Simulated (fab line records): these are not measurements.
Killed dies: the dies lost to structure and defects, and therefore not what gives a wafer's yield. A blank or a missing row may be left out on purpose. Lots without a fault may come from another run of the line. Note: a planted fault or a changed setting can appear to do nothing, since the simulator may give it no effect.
Which of the tools did it?	flow rit_cmos	15 lots, 45 wafers sampled, at 2 steps of a route of 202

WHAT EACH GAUGE READ, for each wafer
No reading from a measuring or inspecting step in the record can be judged against a usual standard deviation.

WHAT TOOL EACH LOT RAN ON (gives the tool, then ch and the chambers of the sampled wafers, and finally the start)
lot	RIT_FOX2_OXIDATION_00	RIT_M1_PROBE_99
L521	furnace-03 ch 0, day 1 21:01	-
L523	furnace-01 ch 0, day 2 07:08	-
L524	furnace-01 ch 0, day 2 12:17	-
L525	furnace-01 ch 0, day 2 18:41	-
L526	furnace-03 ch 0, day 2 21:15	-
L527	furnace-03 ch 0, day 3 01:34	-
L529	furnace-03 ch 0, day 3 11:02	-
L533	furnace-04 ch 0, day 4 10:52	prober-02, day 6 14:51
L537	furnace-04 ch 0, day 5 07:55	-
L539	furnace-04 ch 0, day 5 19:29	-
L540	furnace-01 ch 0, day 5 23:26	-
L541	furnace-03 ch 0, day 5 23:44	-
L542	furnace-01 ch 0, day 6 04:52	-
L543	furnace-03 ch 0, day 6 13:15	-
L544	furnace-01 ch 0, day 6 17:04	-
- RIT_FOX2_OXIDATION_00: target thk 350.7 nm, ox time 1130 s.
- RIT_M1_PROBE_99

WHAT THE TOOLS THEMSELVES READ (means of the sampled wafers that have a number; where no wafer has one, the mark that the record gives instead)
RIT_FOX2_OXIDATION_00.
lot	tool	spike_tc_centre_C (C)	spike_tc_load_C (C)	spike_tc_source_C (C)	tube_center_temp_C (C)	tube_center_temp_C_max
L521	furnace-03	1103.7	1129.2	1124.5	1100	1103.4
L523	furnace-01	1101.4	1130.8	1126.8	1100	1102.8
L524	furnace-01	1101.9	1129.4	1125.5	1100	1103.2
L525	furnace-01	1101.9	1129.2	1125.9	1100	1102.9
L526	furnace-03	1097.7	1123.6	1118.9	1094	1096.6
L527	furnace-03	1097.0	1124.3	1119.4	1094	1096.8
L529	furnace-03	1098.0	1123.4	1119.5	1094	1096.8
L533	furnace-04	1102.2	1128.7	1123.3	1100	1102.6
L537	furnace-04	1102.6	1128.6	1123.9	1100	1103.1
L539	furnace-04	1101.9	1128.6	1124.4	1100	1103.3
L540	furnace-01	1100.4	1130.2	1125.5	1100	1103.1
L541	furnace-03	1102.8	1129.8	1124.8	1100	1103.4
L542	furnace-01	1101.1	1129.5	1126.7	1100	1102.9
L543	furnace-03	1104.0	1130.1	1125.1	1100	1102.7
L544	furnace-01	1100.7	1128.7	1126.2	1100	1102.7

RIT_M1_PROBE_99.
lot	tool	killed_at_contacts	killed_at_front_end	killed_dies	killed_open	killed_short
L533	prober-02	0.0	7	7	2.7	4.7

THE ANSWER, worked out from the rows above alone
Rule: what is usual is taken from the lots themselves. The widest of any qualifying gaps counts: lots, ordered by their means at a reading, are off when they make up no more than a third of the lots, leave a main group of 4 or more, and stand apart from it by 3 or more times the standard deviation of that group's means. The tables above print the reading to a certain number of digits; a main group whose means all agree to those digits is not used. A lot without any number at a reading at which 4 lots or more have one is off too. All remaining lots with rows at the step are treated as sound. Order of review: gauges by route order, followed by the tools' own readings, for which a lot's mean as printed above is used. At the first step where some lot is off, the reading lying furthest off is the one used; lots without a number count as furthest.
Off at RIT_FOX2_OXIDATION_00 (tube_center_temp_C_max): L526, L527, L529. The main group: mean 1103.0, standard deviation 0.27.
If a tool, at that step or one of the process steps before it, ran each lot that is off and ran no sound lot following the first of them, it fits. None of those tried fits.

WHAT THE SIMULATOR HAD INSERTED
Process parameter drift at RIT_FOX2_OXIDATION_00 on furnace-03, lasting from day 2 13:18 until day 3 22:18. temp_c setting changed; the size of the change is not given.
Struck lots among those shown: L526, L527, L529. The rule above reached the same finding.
